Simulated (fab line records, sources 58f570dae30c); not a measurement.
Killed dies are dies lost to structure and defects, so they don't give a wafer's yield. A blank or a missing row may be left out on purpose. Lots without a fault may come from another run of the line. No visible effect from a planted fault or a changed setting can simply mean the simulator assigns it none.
Split-lot experiment	flow berkeley_cmos170	5 lots, 23 wafers read, on a route of 331 steps

SPLIT DETAILS
At UCB170_PWELL_CVD_05 (deposits Si3N4 from SiH2Cl2/NH3, target thk 220 nm, time 3300 s), the setting sih2cl2_flow_sccm was moved away from the recipe's 25 sccm on 15 of the 23 wafers read, by -13.2% to +13.9%. This setting was run at the recipe's value on the other wafers.

Split to reading: the file shows no intervening step.

THE READING
PWELL_NITRIDE_THK (nm), taken at UCB170_PWELL_THK_MEAS_06. On this fab line, fault-free wafers typically give 220.4 nm with a standard deviation of 1.9 nm.

wafer	tool, chamber at the split	sih2cl2_flow_sccm as run, sccm	against the recipe	PWELL_NITRIDE_THK, nm	against lot-mates on the recipe
L075.1	lpcvd-02, 0	25	recipe	219.9	-
L075.5	lpcvd-02, 0	25	recipe	223.1	-
L075.6	lpcvd-02, 0	25	recipe	219.4	-
L078.1	-, -	26.08	+4.3%	224.3	no lot-mate on the recipe
L078.3	-, -	26.08	+4.3%	220.6	no lot-mate on the recipe
L078.4	-, -	26.08	+4.3%	223.4	no lot-mate on the recipe
L078.5	-, -	26.08	+4.3%	220.9	no lot-mate on the recipe
L078.6	-, -	26.08	+4.3%	222.5	no lot-mate on the recipe
L080.2	-, -	28.47	+13.9%	227.6	no lot-mate on the recipe
L080.3	-, -	28.47	+13.9%	226.1	no lot-mate on the recipe
L080.4	-, -	28.47	+13.9%	227.9	no lot-mate on the recipe
L080.5	-, -	28.47	+13.9%	227.8	no lot-mate on the recipe
L080.6	-, -	28.47	+13.9%	229.1	no lot-mate on the recipe
L082.1	-, -	25	recipe	217.6	-
L082.2	-, -	25	recipe	217.5	-
L082.3	-, -	25	recipe	219.0	-
L082.5	-, -	25	recipe	218.0	-
L082.6	-, -	25	recipe	218.0	-
L083.1	-, -	21.69	-13.2%	211.8	no lot-mate on the recipe
L083.2	-, -	21.69	-13.2%	211.7	no lot-mate on the recipe
L083.4	-, -	21.69	-13.2%	211.0	no lot-mate on the recipe
L083.5	-, -	21.69	-13.2%	211.5	no lot-mate on the recipe
L083.6	-, -	21.69	-13.2%	212.3	no lot-mate on the recipe

THE FIT
A straight line over all 23 wafers: PWELL_NITRIDE_THK changes by +0.596 nm for each +1% of sih2cl2_flow_sccm; r = +0.97; the points scatter about the line by 1.4 nm.
Too few moved wafers have a lot-mate on the recipe to fit a line with each lot's own level taken away.

THE WHOLE CHAIN: every reading that the file lists as answering this split, in the file's order
step	what it does	reading	change (the file's fit)	r (the file's)
UCB170_PWELL_CVD_05	deposits Si3N4 from SiH2Cl2/NH3, target thk 220 nm, time 3300 s	Si3N4_of_PWELL_CVD_05.thk_nm (the simulator's own value, which no gauge read)	+0.597 nm for each +1% of the setting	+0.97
UCB170_PWELL_THK_MEAS_06		PWELL_NITRIDE_THK	+0.595 for each +1% of the setting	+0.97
UCB170_PWELL_ETCH_14	etches Si3N4 in CH3F/Ar/O2, stops on SiO2, target depth 242 nm, time 151 s	etch.depth_nm (the simulator's own value, which no gauge read)	+0.586 nm for each +1% of the setting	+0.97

THE FILE'S OWN FIT
PWELL_NITRIDE_THK changes by +0.595 nm for each +1% of sih2cl2_flow_sccm, r = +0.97.
